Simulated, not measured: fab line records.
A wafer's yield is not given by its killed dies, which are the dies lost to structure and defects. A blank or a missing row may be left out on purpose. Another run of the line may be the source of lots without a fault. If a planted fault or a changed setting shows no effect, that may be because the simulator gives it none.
fab line records	flow rit_cmos
[record] lots = 5	wafers = 15	last_day = 7
route steps=202 shown CONTACT@170 M1@184
lots that met no fault: taken from a fault-free run of the same line
start_h: hours from the record's first day to the start of the lot's first wafer shown	wait_h: hours since the lot's step before	" as in the row above	L1.1+2: one row covering several wafers at once	- value missing, or start not given	* or withheld: withheld	< > ~ a bound
route shown NAME@n: a module of which the file shows steps, and the number in the route of the first	usual: the fault-free wafers' mean and standard deviation	same: alike in all rows	chamber/n: place in a boat	sites: per-site readings	_std_site: the values' standard deviation	_edge_site: the outer-site mean with the inner-site mean subtracted	radius_mm: how far each site lies from the wafer's centre	mask NAME#n: copy n	behind: the tool/chamber that last shaped the wafer	hold: reason for holding the lot/hours on hold/outcome of the hold	device: which transistor (n, p or np) failed to switch	end of line: tests of these same wafers at the route's end	a step given without rows: its recipe and nothing more	killed: dies that structure and defects cost at the first sort, which is not the same as the wafer's yield	map: dies across one wafer; x = killed, . = not, _ = none there
set.NAME: setting as actually run; set.NAME@STEP: the setting as run at that earlier step	model.NAME: the simulator's own value behind a step, which no gauge read
certain route steps with their lots: each step a table, each wafer a row
services: a tool's chamber out of use, with start hour (start_h, from the record's first day; less than 0 if before it), hours out, and reason
[[steps]]
[step RIT_CONTACT_HMDS_02]
[recipe] prime_time_s = 60	prime_temp_c = 140
[usual] exhaust_pa = 44.9/1
[same] prime_time_s = 60
lot.wafer	tool	chamber	start_h	wait_h	exhaust_pa
L082.1	litho_track-03	0	95.64	0.1	45.1
L082.2	"	0	"	"	44.7
L082.6	"	0	"	"	44.7
L086.2	litho_track-02	0	121.28	0.1	44.0
L086.3	"	0	"	"	44.5
L086.5	"	0	"	"	44.9
L088.1	litho_track-04	0	127.46	0.1	44.8
L088.3	"	0	"	"	44.3
L088.4	"	0	"	"	45.0
L090.1	litho_track-03	0	140.22	0.1	44.3
L090.3	"	0	"	"	44.0
L090.5	"	0	"	"	43.8
L091.1	litho_track-03	0	150.92	0.1	44.7
L091.2	"	0	"	"	46.3
L091.5	"	0	"	"	45.6
[step RIT_CONTACT_COAT_03]
[recipe] resist = NOVOLAK	spin_rpm = 3250	resist_thk_nm = 1000
[usual] exhaust_pa = 45.0/0.93
lot.wafer	tool	chamber	start_h	wait_h	exhaust_pa
L082.1	litho_track-03	0	95.79	0.1	43.0
L082.2	"	0	"	"	43.9
L082.6	"	0	"	"	43.8
L086.2	litho_track-02	0	121.43	0.1	43.6
L086.3	"	0	"	"	44.6
L086.5	"	0	"	"	44.6
L088.1	litho_track-04	0	127.61	0.1	45.0
L088.3	"	0	"	"	44.8
L088.4	"	0	"	"	46.8
L090.1	litho_track-03	0	140.37	0.1	44.7
L090.3	"	0	"	"	45.0
L090.5	"	0	"	"	45.3
L091.1	litho_track-03	0	151.07	0.1	44.9
L091.2	"	0	"	"	44.2
L091.5	"	0	"	"	45.1
[step RIT_CONTACT_SOFTBAKE_04]
[recipe] resist = NOVOLAK	temp_c = 90	time_s = 60
[usual] exhaust_pa = 45.0/0.81
lot.wafer	tool	chamber	start_h	wait_h	exhaust_pa
L082.1	litho_track-03	0	95.94	0.1	44.4
L082.2	"	0	"	"	45.5
L082.6	"	0	"	"	45.1
L086.2	litho_track-02	0	121.58	0.1	43.3
L086.3	"	0	"	"	44.4
L086.5	"	0	"	"	44.8
L088.1	litho_track-04	0	127.76	0.1	45.6
L088.3	"	0	"	"	45.8
L088.4	"	0	"	"	45.4
L090.1	litho_track-03	0	140.52	0.1	45.9
L090.3	"	0	"	"	45.1
L090.5	"	0	"	"	46.3
L091.1	litho_track-03	0	151.22	0.1	44.9
L091.2	"	0	"	"	45.4
L091.5	"	0	"	"	44.7
[step RIT_CONTACT_EXPOSE_05]
[recipe] mask_id = M11	na = 0.6	source_shape = conventional	sigma_outer = 0.5	target_cd_nm = 1000	dose_mj = 250
[usual] reticle_temp_C = 23.01/0.11
lot.wafer	tool	chamber	start_h	wait_h	mask	reticle_temp_C
L082.1	iline_stepper-01	0	96.22	0.2	M11#0	23.12
L082.2	"	0	"	"	M11#0	23.07
L082.6	"	0	"	"	M11#0	23.06
L086.2	iline_stepper-02	0	121.85	0.2	M11#0	23.16
L086.3	"	0	"	"	M11#0	23.06
L086.5	"	0	"	"	M11#0	23.09
L088.1	iline_stepper-02	0	127.91	0.1	M11#0	22.96
L088.3	"	0	"	"	M11#0	22.91
L088.4	"	0	"	"	M11#0	22.92
L090.1	iline_stepper-01	0	140.67	0.1	M11#0	23.03
L090.3	"	0	"	"	M11#0	23.06
L090.5	"	0	"	"	M11#0	23.11
L091.1	iline_stepper-02	0	151.49	0.2	M11#0	23.13
L091.2	"	0	"	"	M11#0	22.95
L091.5	"	0	"	"	M11#0	22.88
[step RIT_CONTACT_PEB_06]
[recipe] resist = NOVOLAK	temp_c = withheld	time_s = withheld
[usual] exhaust_pa = 45.0/0.86
lot.wafer	tool	chamber	start_h	wait_h	exhaust_pa
L082.1	litho_track-03	0	96.33	0.1	46.0
L082.2	"	0	"	"	45.5
L082.6	"	0	"	"	44.7
L086.2	litho_track-02	0	121.98	0.1	45.1
L086.3	"	0	"	"	46.0
L086.5	"	0	"	"	45.5
L088.1	litho_track-04	0	128.03	0.1	44.9
L088.3	"	0	"	"	44.9
L088.4	"	0	"	"	44.0
L090.1	litho_track-03	0	140.79	0.1	46.0
L090.3	"	0	"	"	45.4
L090.5	"	0	"	"	46.0
L091.1	litho_track-04	0	151.61	0.1	43.8
L091.2	"	0	"	"	44.6
L091.5	"	0	"	"	43.7
[step RIT_CONTACT_DEVELOP_07]
[recipe] resist = NOVOLAK	develop_time_s = 120	dev_temp_c = 23
[usual] exhaust_pa = 45.1/0.91
lot.wafer	tool	chamber	start_h	wait_h	exhaust_pa
L082.1	litho_track-03	0	-	-	46.0
L082.2	"	0	"	"	45.1
L082.6	"	0	"	"	46.0
L086.2	litho_track-02	0	-	-	43.5
L086.3	"	0	"	"	43.6
L086.5	"	0	"	"	43.3
L088.1	litho_track-04	0	-	-	44.8
L088.3	"	0	"	"	44.8
L088.4	"	0	"	"	47.1
L090.1	litho_track-03	0	-	-	44.0
L090.3	"	0	"	"	44.9
L090.5	"	0	"	"	45.7
L091.1	litho_track-04	0	-	-	46.2
L091.2	"	0	"	"	46.3
L091.5	"	0	"	"	45.3
[step RIT_CONTACT_CD_MEAS_08]
[recipe] target_cd_nm = 1000
[usual] cd_nm = 1000.3/1.9
lot.wafer	tool	chamber	start_h	wait_h	cd_nm
L082.1	cd_sem-02	-	96.73	-	1003.5
L082.2	"	-	"	"	1002.3
L082.6	"	-	"	"	1002.7
L086.2	cd_sem-02	-	122.37	-	1000.7
L086.3	"	-	"	"	998.9
L086.5	"	-	"	"	1000.7
L088.1	cd_sem-01	-	128.43	-	1002.2
L088.3	"	-	"	"	1002.4
L088.4	"	-	"	"	1003.2
L090.1	cd_sem-01	-	141.19	-	1001.7
L090.3	"	-	"	"	1002.9
L090.5	"	-	"	"	1003.0
L091.1	cd_sem-02	-	152.01	-	1003.1
L091.2	"	-	"	"	1002.6
L091.5	"	-	"	"	1001.9
[step RIT_CONTACT_OVL_MEAS_09]
[usual] CONTACT_OVL = 0.1/1.6
lot.wafer	tool	chamber	start_h	wait_h	CONTACT_OVL[nm]
L082.1	overlay-01	-	96.85	0.1	0.2
L082.2	"	-	"	"	-1.3
L082.6	"	-	"	"	-0.9
L086.2	overlay-01	-	122.48	0.1	0.1
L086.3	"	-	"	"	-0.5
L086.5	"	-	"	"	-1.1
L088.1	overlay-02	-	128.55	0.1	1.9
L088.3	"	-	"	"	1.9
L088.4	"	-	"	"	3.2
L090.1	overlay-01	-	141.31	0.1	0.2
L090.3	"	-	"	"	0.4
L090.5	"	-	"	"	0.7
L091.1	overlay-01	-	152.13	0.1	-1.5
L091.2	"	-	"	"	-2.9
L091.5	"	-	"	"	-1.8
[step RIT_CONTACT_HARDBAKE_10]
[recipe] resist = NOVOLAK	temp_c = 140	time_s = 60
[usual] exhaust_pa = 44.9/0.81
lot.wafer	tool	chamber	start_h	wait_h	exhaust_pa
L082.1	litho_track-03	0	96.89	0.0	45.3
L082.2	"	0	"	"	44.6
L082.6	"	0	"	"	45.2
L086.2	litho_track-03	0	122.53	0.0	44.2
L086.3	"	0	"	"	43.6
L086.5	"	0	"	"	43.8
L088.1	litho_track-03	0	128.61	0.1	45.9
L088.3	"	0	"	"	45.4
L088.4	"	0	"	"	45.1
L090.1	litho_track-02	0	141.57	0.3	45.5
L090.3	"	0	"	"	45.7
L090.5	"	0	"	"	44.2
L091.1	litho_track-03	0	152.16	0.0	45.1
L091.2	"	0	"	"	43.2
L091.5	"	0	"	"	44.3
[step RIT_CONTACT_ETCH_11]
[recipe] target_depth_a = 4800	over_etch_frac = 0.2	stop_on = TiSi2	chemistry = CHF3/CF4/Ar	target = SiO2	CHF3_flow_sccm = 50	cf4_flow_sccm = 10	Ar_flow_sccm = 100	O2_flow_sccm = 5	pressure_mtorr = 100	rf_w = 200	time_s = 320
[usual] drypump_motor_current_A = 5.7/0.5	oes_product_au = 0.989/0.018	throttle_valve_pct = 8.92/0.16
lot.wafer	tool	chamber	start_h	wait_h	drypump_motor_current_A	oes_product_au	rf_hours_counter_h	throttle_valve_pct
L082.1	rie_diel-02	2	97.04	0.1	6.6	1.015	159	9.03
L082.2	"	0	"	"	5.7	0.965	0	9.07
L082.6	"	1	"	"	5.5	1.003	-	9.00
L086.2	rie_diel-04	1	122.66	0.1	4.9	1.001	4	8.80
L086.3	"	3	"	"	6.6	1.004	74	8.72
L086.5	"	3	"	"	6.6	1.003	-	8.73
L088.1	rie_diel-01	3	128.76	0.1	5.8	0.993	52	8.55
L088.3	"	0	"	"	5.2	0.972	120	8.92
L088.4	"	2	"	"	6.0	0.976	48	9.07
L090.1	rie_diel-04	0	141.72	0.1	5.5	0.991	69	8.79
L090.3	"	0	"	"	5.5	0.989	-	8.79
L090.5	"	0	"	"	5.5	0.982	-	8.77
L091.1	rie_diel-04	0	152.31	0.1	5.5	0.983	69	8.80
L091.2	"	3	"	"	6.6	1.003	75	8.73
L091.5	"	2	"	"	5.6	0.956	-	8.94
[step RIT_CONTACT_STRIP_12]
[recipe] chemistry = O2	time_s = 180	resist = NOVOLAK	platen_temp_c = withheld	power_w = 500	pressure_mtorr = 4000	o2_flow_sccm = 4000
[usual] drypump_motor_current_A = 5.9/0.46	rf_refl_power_W = 7.2/0.93
lot.wafer	tool	chamber	start_h	wait_h	drypump_motor_current_A	rf_hours_counter_h	rf_refl_power_W
L082.1	plasma_asher-02	0	97.23	0.1	6.1	46	7.8
L082.2	"	1	"	"	5.2	46	7.8
L082.6	"	0	"	"	6.1	-	8.0
L086.2	plasma_asher-02	1	122.85	0.1	5.3	1	7.6
L086.3	"	0	"	"	6.0	-	7.9
L086.5	"	1	"	"	5.3	-	7.6
L088.1	plasma_asher-04	0	128.95	0.1	6.3	49	5.8
L088.3	"	1	"	"	6.7	-	8.6
L088.4	"	0	"	"	6.3	-	5.5
L090.1	plasma_asher-01	0	142.01	0.2	5.6	32	7.1
L090.3	"	1	"	"	5.7	-	6.5
L090.5	"	1	"	"	5.6	-	6.4
L091.1	plasma_asher-04	1	152.51	0.1	6.7	52	8.7
L091.2	"	0	"	"	6.3	52	5.9
L091.5	"	1	"	"	6.6	-	8.5
[step RIT_CONTACT_CD_MEAS_90]
[recipe] target_cd_nm = 1000
[usual] cd_nm = 1000.2/1.9
lot.wafer	tool	chamber	start_h	wait_h	cd_nm
L082.1	cd_sem-01	-	97.41	0.1	1003.5
L082.2	"	-	"	"	1002.4
L082.6	"	-	"	"	1002.7
L086.2	cd_sem-02	-	123.05	0.1	1000.6
L086.3	"	-	"	"	998.6
L086.5	"	-	"	"	1000.7
L088.1	cd_sem-01	-	129.14	0.1	1001.8
L088.3	"	-	"	"	1002.4
L088.4	"	-	"	"	1003.0
L090.1	cd_sem-01	-	142.19	0.1	1001.9
L090.3	"	-	"	"	1002.6
L090.5	"	-	"	"	1002.4
L091.1	cd_sem-02	-	152.68	0.1	1002.6
L091.2	"	-	"	"	1002.0
L091.5	"	-	"	"	1002.4
[step RIT_CONTACT_CLEAN_13]
[recipe] chemistry = SC1	mix = 3:3:50	time_s = 600	temp_c = 75
lot.wafer	tool	chamber	start_h	wait_h
L082.1+2+6	wet_bench-03	1	97.53	0.1
L086.2+3+5	wet_bench-03	3	123.15	0.1
L088.1+3+4	wet_bench-02	3	129.26	0.1
L090.1+3+5	wet_bench-04	1	142.31	0.1
L091.1+2+5	wet_bench-02	2	152.80	0.1
[step RIT_CONTACT_CLEAN_14]
[recipe] chemistry = SC2	mix = 3:3:50	time_s = 600	temp_c = 75	dry = n2_spin
lot.wafer	tool	chamber	start_h	wait_h
L082.1+2+6	wet_bench-04	2	97.70	0.0
L086.2+3+5	wet_bench-02	0	123.32	0.0
L088.1+3+4	wet_bench-04	0	129.43	0.0
L090.1+3+5	wet_bench-02	3	142.48	0.0
L091.1+2+5	wet_bench-04	1	152.99	0.0
[step RIT_M1_SPUTTER_00]
[recipe] material = Al	target_thk_nm = 400	power_w = 2000	chamber_pressure_pa = 0.4	gas = Ar	time_s = 500	substrate_temp_c = 25
[usual] cathode_dc_power_W = 2000.0/0.38	throttle_valve_pct = 29.6/0.58
lot.wafer	tool	chamber	start_h	wait_h	cathode_dc_power_W	throttle_valve_pct
L082.1	pvd_sputter-03	-	98.09	0.0	1999.7	29.4
L082.2	"	-	"	"	1999.4	29.7
L082.6	"	-	"	"	2000.5	29.6
L086.2	pvd_sputter-04	-	123.50	0.0	1999.6	29.0
L086.3	"	-	"	"	1999.8	29.6
L086.5	"	-	"	"	2000.0	29.2
L088.1	pvd_sputter-03	-	129.61	0.0	2000.1	29.6
L088.3	"	-	"	"	1999.2	29.4
L088.4	"	-	"	"	2000.2	30.0
L090.1	pvd_sputter-03	-	142.66	0.0	2000.6	30.1
L090.3	"	-	"	"	1999.8	29.5
L090.5	"	-	"	"	1999.8	29.2
L091.1	pvd_sputter-04	-	153.17	0.0	2000.1	29.6
L091.2	"	-	"	"	1999.8	29.1
L091.5	"	-	"	"	1999.7	29.3
[step RIT_M1_RS_MEAS_01]
[recipe] thk_meas_gauge = four-point-probe	reads = Al_of_M1_SPUTTER_00
[usual] M1_AL_RS = 0.0736/0.00077
lot.wafer	tool	chamber	start_h	wait_h	M1_AL_RS[ohm/sq]
L082.1	film_metro-01	-	98.42	0.2	0.0734
L082.2	"	-	"	"	0.0725
L082.6	"	-	"	"	0.0733
L086.2	film_metro-03	-	123.81	0.2	0.0729
L086.3	"	-	"	"	0.0736
L086.5	"	-	"	"	0.0730
L088.1	film_metro-01	-	129.90	0.1	0.0742
L088.3	"	-	"	"	0.0741
L088.4	"	-	"	"	0.0735
L090.1	film_metro-02	-	142.95	0.1	0.0743
L090.3	"	-	"	"	0.0742
L090.5	"	-	"	"	0.0736
L091.1	film_metro-01	-	153.46	0.1	0.0756
L091.2	"	-	"	"	0.0746
L091.5	"	-	"	"	0.0750
[step RIT_M1_THK_MEAS_02]
[recipe] thk_meas_gauge = xrf	reads = Al_of_M1_SPUTTER_00
[usual] M1_AL_THK = 400/4.5
lot.wafer	tool	chamber	start_h	wait_h	M1_AL_THK[nm]
L082.1	film_metro-01	-	98.54	0.1	404
L082.2	"	-	"	"	408
L082.6	"	-	"	"	401
L086.2	film_metro-03	-	123.92	0.1	400
L086.3	"	-	"	"	398
L086.5	"	-	"	"	401
L088.1	film_metro-01	-	130.02	0.1	400
L088.3	"	-	"	"	400
L088.4	"	-	"	"	404
L090.1	film_metro-02	-	143.07	0.1	397
L090.3	"	-	"	"	395
L090.5	"	-	"	"	398
L091.1	film_metro-01	-	153.58	0.1	389
L091.2	"	-	"	"	392
L091.5	"	-	"	"	390
[step RIT_M1_HMDS_03]
[recipe] prime_time_s = 60	prime_temp_c = 140
[usual] exhaust_pa = 45.1/0.98
[same] prime_time_s = 60
lot.wafer	tool	chamber	start_h	wait_h	exhaust_pa
L082.1	litho_track-02	0	98.60	0.1	45.2
L082.2	"	0	"	"	43.8
L082.6	"	0	"	"	45.4
L086.2	litho_track-03	0	124.00	0.1	44.4
L086.3	"	0	"	"	44.1
L086.5	"	0	"	"	45.2
L088.1	litho_track-03	0	130.08	0.1	46.5
L088.3	"	0	"	"	46.8
L088.4	"	0	"	"	46.0
L090.1	litho_track-01	0	143.13	0.1	44.9
L090.3	"	0	"	"	44.7
L090.5	"	0	"	"	45.4
L091.1	litho_track-02	0	153.64	0.1	45.7
L091.2	"	0	"	"	44.4
L091.5	"	0	"	"	44.2
[step RIT_M1_COAT_04]
[recipe] resist = NOVOLAK	spin_rpm = 2000	resist_thk_nm = 1300
[usual] exhaust_pa = 45.2/0.76
lot.wafer	tool	chamber	start_h	wait_h	exhaust_pa
L082.1	litho_track-02	0	98.75	0.1	45.7
L082.2	"	0	"	"	45.0
L082.6	"	0	"	"	46.1
L086.2	litho_track-03	0	124.15	0.1	44.7
L086.3	"	0	"	"	45.2
L086.5	"	0	"	"	47.1
L088.1	litho_track-03	0	130.23	0.1	44.1
L088.3	"	0	"	"	45.0
L088.4	"	0	"	"	45.2
L090.1	litho_track-01	0	143.28	0.1	44.4
L090.3	"	0	"	"	45.4
L090.5	"	0	"	"	45.4
L091.1	litho_track-02	0	153.79	0.1	45.7
L091.2	"	0	"	"	45.3
L091.5	"	0	"	"	46.4
[step RIT_M1_SOFTBAKE_05]
[recipe] resist = NOVOLAK	temp_c = 90	time_s = 60
[usual] exhaust_pa = 44.9/0.94
lot.wafer	tool	chamber	start_h	wait_h	exhaust_pa
L082.1	litho_track-02	0	98.90	0.1	45.1
L082.2	"	0	"	"	45.8
L082.6	"	0	"	"	45.3
L086.2	litho_track-03	0	124.30	0.1	44.6
L086.3	"	0	"	"	44.3
L086.5	"	0	"	"	44.9
L088.1	litho_track-03	0	130.38	0.1	44.5
L088.3	"	0	"	"	45.8
L088.4	"	0	"	"	45.5
L090.1	litho_track-01	0	143.43	0.1	45.1
L090.3	"	0	"	"	44.0
L090.5	"	0	"	"	44.7
L091.1	litho_track-02	0	153.94	0.1	43.5
L091.2	"	0	"	"	44.2
L091.5	"	0	"	"	44.3
[step RIT_M1_EXPOSE_06]
[recipe] mask_id = M12	na = 0.6	source_shape = conventional	sigma_outer = 0.5	target_cd_nm = 2600	dose_mj = 250
[usual] reticle_temp_C = 23.00/0.11
lot.wafer	tool	chamber	start_h	wait_h	mask	reticle_temp_C
L082.1	iline_stepper-01	0	99.17	0.2	M12#0	23.09
L082.2	"	0	"	"	M12#0	23.02
L082.6	"	0	"	"	M12#0	23.07
L086.2	iline_stepper-01	0	124.56	0.2	M12#0	22.84
L086.3	"	0	"	"	M12#0	23.16
L086.5	"	0	"	"	M12#0	22.97
L088.1	iline_stepper-01	0	130.53	0.1	M12#0	22.99
L088.3	"	0	"	"	M12#0	22.95
L088.4	"	0	"	"	M12#0	23.08
L090.1	iline_stepper-01	0	143.58	0.1	M12#0	22.94
L090.3	"	0	"	"	M12#0	23.06
L090.5	"	0	"	"	M12#0	23.05
L091.1	iline_stepper-02	0	154.09	0.1	M12#0	22.99
L091.2	"	0	"	"	M12#0	23.00
L091.5	"	0	"	"	M12#0	23.04
[step RIT_M1_PEB_07]
[recipe] resist = NOVOLAK	temp_c = withheld	time_s = withheld
[usual] exhaust_pa = 44.9/0.85
lot.wafer	tool	chamber	start_h	wait_h	exhaust_pa
L082.1	litho_track-03	0	99.29	0.1	44.8
L082.2	"	0	"	"	44.9
L082.6	"	0	"	"	42.9
L086.2	litho_track-03	0	124.70	0.1	44.2
L086.3	"	0	"	"	45.5
L086.5	"	0	"	"	45.5
L088.1	litho_track-03	0	130.65	0.1	45.0
L088.3	"	0	"	"	45.2
L088.4	"	0	"	"	45.8
L090.1	litho_track-01	0	143.70	0.1	44.1
L090.3	"	0	"	"	44.8
L090.5	"	0	"	"	43.1
L091.1	litho_track-01	0	154.21	0.1	45.5
L091.2	"	0	"	"	45.6
L091.5	"	0	"	"	44.9
[step RIT_M1_DEVELOP_08]
[recipe] resist = NOVOLAK	develop_time_s = 68	dev_temp_c = 23
[usual] exhaust_pa = 45.0/0.87
lot.wafer	tool	chamber	start_h	wait_h	exhaust_pa
L082.1	litho_track-03	0	-	-	46.9
L082.2	"	0	"	"	45.6
L082.6	"	0	"	"	46.2
L086.2	litho_track-03	0	-	-	44.0
L086.3	"	0	"	"	46.0
L086.5	"	0	"	"	45.8
L088.1	litho_track-03	0	-	-	45.1
L088.3	"	0	"	"	45.4
L088.4	"	0	"	"	45.8
L090.1	litho_track-01	0	-	-	44.3
L090.3	"	0	"	"	44.8
L090.5	"	0	"	"	44.8
L091.1	litho_track-01	0	-	-	44.9
L091.2	"	0	"	"	45.8
L091.5	"	0	"	"	46.8
[step RIT_M1_CD_MEAS_09]
[recipe] target_cd_nm = 2600
[usual] cd_nm = 2599.7/2.1
lot.wafer	tool	chamber	start_h	wait_h	cd_nm
L082.1	cd_sem-02	-	99.60	-	2596.7
L082.2	"	-	"	"	2594.5
L082.6	"	-	"	"	2595.1
L086.2	cd_sem-02	-	125.00	-	2603.0
L086.3	"	-	"	"	2601.8
L086.5	"	-	"	"	2600.6
L088.1	cd_sem-01	-	130.96	-	2600.5
L088.3	"	-	"	"	2599.3
L088.4	"	-	"	"	2600.7
L090.1	cd_sem-01	-	144.01	-	2602.1
L090.3	"	-	"	"	2602.9
L090.5	"	-	"	"	2603.4
L091.1	cd_sem-02	-	154.52	-	2598.5
L091.2	"	-	"	"	2598.3
L091.5	"	-	"	"	2599.4
[step RIT_M1_OVL_MEAS_10]
[usual] M1_OVL = -0.5/1.5
lot.wafer	tool	chamber	start_h	wait_h	M1_OVL[nm]
L082.1	overlay-01	-	99.72	0.1	-1.0
L082.2	"	-	"	"	-0.7
L082.6	"	-	"	"	-1.1
L086.2	overlay-02	-	125.11	0.1	0.5
L086.3	"	-	"	"	0.6
L086.5	"	-	"	"	0.4
L088.1	overlay-01	-	131.08	0.1	-3.9
L088.3	"	-	"	"	-4.2
L088.4	"	-	"	"	-3.1
L090.1	overlay-02	-	144.13	0.1	-0.4
L090.3	"	-	"	"	-1.2
L090.5	"	-	"	"	-1.2
L091.1	overlay-01	-	154.64	0.1	-1.5
L091.2	"	-	"	"	-0.8
L091.5	"	-	"	"	0.2
[step RIT_M1_HARDBAKE_11]
[recipe] resist = NOVOLAK	temp_c = 140	time_s = 120
[usual] exhaust_pa = 44.8/0.92
lot.wafer	tool	chamber	start_h	wait_h	exhaust_pa
L082.1	litho_track-01	0	99.76	0.0	43.7
L082.2	"	0	"	"	43.2
L082.6	"	0	"	"	43.6
L086.2	litho_track-03	0	125.18	0.1	44.1
L086.3	"	0	"	"	42.5
L086.5	"	0	"	"	43.8
L088.1	litho_track-01	0	131.12	0.0	46.7
L088.3	"	0	"	"	45.2
L088.4	"	0	"	"	45.1
L090.1	litho_track-03	0	144.17	0.0	44.7
L090.3	"	0	"	"	45.6
L090.5	"	0	"	"	44.2
L091.1	litho_track-03	0	154.68	0.0	44.4
L091.2	"	0	"	"	44.0
L091.5	"	0	"	"	44.3
[step RIT_M1_METAL_ETCH_12]
[recipe] stop_on = SiO2	chemistry = Cl2/BCl3	target = Al	time_s = 165	over_etch_frac = 0.5	pressure_mtorr = 100	target_depth_a = 6000	rf_w = 250	Cl2_flow_sccm = 60	bcl3_flow_sccm = 50
[usual] drypump_motor_current_A = 5.47/0.27	oes_product_au = 0.780/0.016	throttle_valve_pct = 8.35/0.11
lot.wafer	tool	chamber	start_h	wait_h	drypump_motor_current_A	oes_product_au	rf_hours_counter_h	throttle_valve_pct
L082.1	rie_metal-02	1	100.01	0.2	5.51	0.790	5	8.27
L082.2	"	0	"	"	5.50	0.774	4	8.19
L082.6	"	1	"	"	5.50	0.788	-	8.26
L086.2	rie_metal-01	1	125.39	0.2	5.13	0.802	36	8.35
L086.3	"	1	"	"	5.15	0.799	-	8.36
L086.5	"	0	"	"	5.83	0.756	-	8.53
L088.1	rie_metal-02	1	131.37	0.2	5.54	0.786	5	8.27
L088.3	"	0	"	"	5.46	0.755	-	8.19
L088.4	"	1	"	"	5.54	0.782	-	8.27
L090.1	rie_metal-02	1	144.42	0.2	5.53	0.776	5	8.26
L090.3	"	1	"	"	5.50	0.786	-	8.27
L090.5	"	0	"	"	5.47	0.761	-	8.19
L091.1	rie_metal-02	1	154.93	0.2	5.54	0.772	5	8.27
L091.2	"	0	"	"	5.45	0.762	5	8.20
L091.5	"	0	"	"	5.47	0.756	-	8.20
[step RIT_M1_STRIP_13]
[recipe] chemistry = nmp	resist = NOVOLAK	temp_c = 80	time_s = 600	dry = n2_spin
lot.wafer	tool	chamber	start_h	wait_h
L082.1+2+6	wet_bench-03	3	100.17	0.1
L086.2+3+5	wet_bench-01	3	125.55	0.1
L088.1+3+4	wet_bench-03	0	131.53	0.1
L090.1+3+5	wet_bench-03	2	144.64	0.1
L091.1+2+5	wet_bench-01	3	155.15	0.1
[step RIT_M1_STRIP_14]
[recipe] chemistry = O2	time_s = 180	platen_temp_c = withheld	power_w = 500	pressure_mtorr = 4000	o2_flow_sccm = 4000
[usual] drypump_motor_current_A = 6.1/0.46	rf_refl_power_W = 7.0/1.3
lot.wafer	tool	chamber	start_h	wait_h	drypump_motor_current_A	rf_hours_counter_h	rf_refl_power_W
L082.1	plasma_asher-03	1	100.35	0.0	5.7	45	7.6
L082.2	"	0	"	"	6.0	45	5.0
L082.6	"	0	"	"	6.0	-	4.9
L086.2	plasma_asher-04	0	125.73	0.0	6.4	49	5.6
L086.3	"	0	"	"	6.3	-	5.9
L086.5	"	1	"	"	6.7	-	8.3
L088.1	plasma_asher-04	0	131.71	0.0	6.4	50	5.5
L088.3	"	1	"	"	6.7	-	8.4
L088.4	"	0	"	"	6.3	-	5.7
L090.1	plasma_asher-03	1	144.81	0.0	5.6	51	7.5
L090.3	"	1	"	"	5.7	-	7.7
L090.5	"	0	"	"	6.0	-	5.0
L091.1	plasma_asher-03	1	155.32	0.0	5.7	52	7.7
L091.2	"	0	"	"	6.0	52	4.8
L091.5	"	0	"	"	6.0	-	4.9
[step RIT_M1_CD_MEAS_90]
[recipe] target_cd_nm = 2600
[usual] cd_nm = 2599.7/2.1
lot.wafer	tool	chamber	start_h	wait_h	cd_nm
L082.1	cd_sem-01	-	100.52	0.1	2597.1
L082.2	"	-	"	"	2594.5
L082.6	"	-	"	"	2595.8
L086.2	cd_sem-01	-	125.92	0.1	2601.9
L086.3	"	-	"	"	2601.4
L086.5	"	-	"	"	2598.5
L088.1	cd_sem-01	-	131.88	0.1	2600.7
L088.3	"	-	"	"	2598.1
L088.4	"	-	"	"	2600.1
L090.1	cd_sem-01	-	144.99	0.1	2603.4
L090.3	"	-	"	"	2604.5
L090.5	"	-	"	"	2603.9
L091.1	cd_sem-02	-	155.50	0.1	2598.5
L091.2	"	-	"	"	2598.6
L091.5	"	-	"	"	2598.4
[step RIT_M1_ANNEAL_15]
[recipe] temp_c = 450	time_s = 1800	ambient = forming_gas_H2N2
[usual] spike_tc_source_C = 465.8/1.1	zone_power_load_pct = 6.93/0.075
lot.wafer	tool	chamber	start_h	wait_h	spike_tc_source_C	zone_power_load_pct
L082.1	furnace-02	0	100.64	0.1	466.3	6.90
L082.2	"	0	"	"	465.2	7.07
L082.6	"	0	"	"	466.2	7.00
L086.2	furnace-02	0	126.02	0.1	464.6	7.00
L086.3	"	0	"	"	467.0	6.99
L086.5	"	0	"	"	466.2	6.93
L088.1	furnace-02	0	132.00	0.1	463.6	6.99
L088.3	"	0	"	"	465.6	7.03
L088.4	"	0	"	"	466.2	6.88
L090.1	furnace-02	0	145.11	0.1	466.0	6.88
L090.3	"	0	"	"	465.1	7.05
L090.5	"	0	"	"	466.6	6.87
L091.1	furnace-02	0	155.62	0.1	466.4	6.94
L091.2	"	0	"	"	467.7	6.99
L091.5	"	0	"	"	468.0	7.01
[step RIT_M1_BOW_MEAS_16]
[recipe] mode = bow
[usual] M1_BOW = 16/6.7
lot.wafer	tool	chamber	start_h	wait_h	M1_BOW[um]
L082.1	film_metro-03	-	102.14	0.0	15
L082.2	"	-	"	"	12
L082.6	"	-	"	"	5
L086.2	film_metro-01	-	127.54	0.0	12
L086.3	"	-	"	"	19
L086.5	"	-	"	"	22
L088.1	film_metro-01	-	133.50	0.0	24
L088.3	"	-	"	"	19
L088.4	"	-	"	"	16
L090.1	film_metro-01	-	146.61	0.0	16
L090.3	"	-	"	"	13
L090.5	"	-	"	"	19
L091.1	film_metro-03	-	157.12	0.0	12
L091.2	"	-	"	"	13
L091.5	"	-	"	"	15
[[services]]
tool	chamber	start_h	hours	kind
rie_diel-02	1	77.89	7.6	repair
rie_metal-01	-	78.40	0.8	repair
rie_diel-01	-	80.40	0.5	repair
plasma_asher-04	-	82.67	4.3	pm
rie_diel-04	0	86.34	29.9	repair
rie_diel-01	1	90.89	4.3	repair
plasma_asher-03	-	92.75	3.4	repair
plasma_asher-04	-	100.14	10.0	pm
plasma_asher-01	-	102.78	0.8	repair
rie_diel-04	-	105.57	2.8	pm
rie_metal-02	-	108.74	0.7	repair
plasma_asher-02	-	108.75	9.0	pm
plasma_asher-02	0	108.75	9.0	vent_cycle
plasma_asher-02	1	108.75	9.0	vent_cycle
rie_diel-04	2	116.25	-	clean
rie_diel-04	2	116.25	25.6	scheduled_down
rie_diel-04	2	116.25	25.6	vent_cycle
plasma_asher-02	0	117.75	-	clean
rie_diel-04	1	130.67	16.5	repair
rie_metal-01	-	136.12	20.0	pm
rie_diel-02	1	136.15	6.4	repair
plasma_asher-04	-	145.66	1.5	repair
rie_diel-04	-	146.99	1.3	repair
plasma_asher-03	-	150.50	1.7	repair
[[key]]
fault none
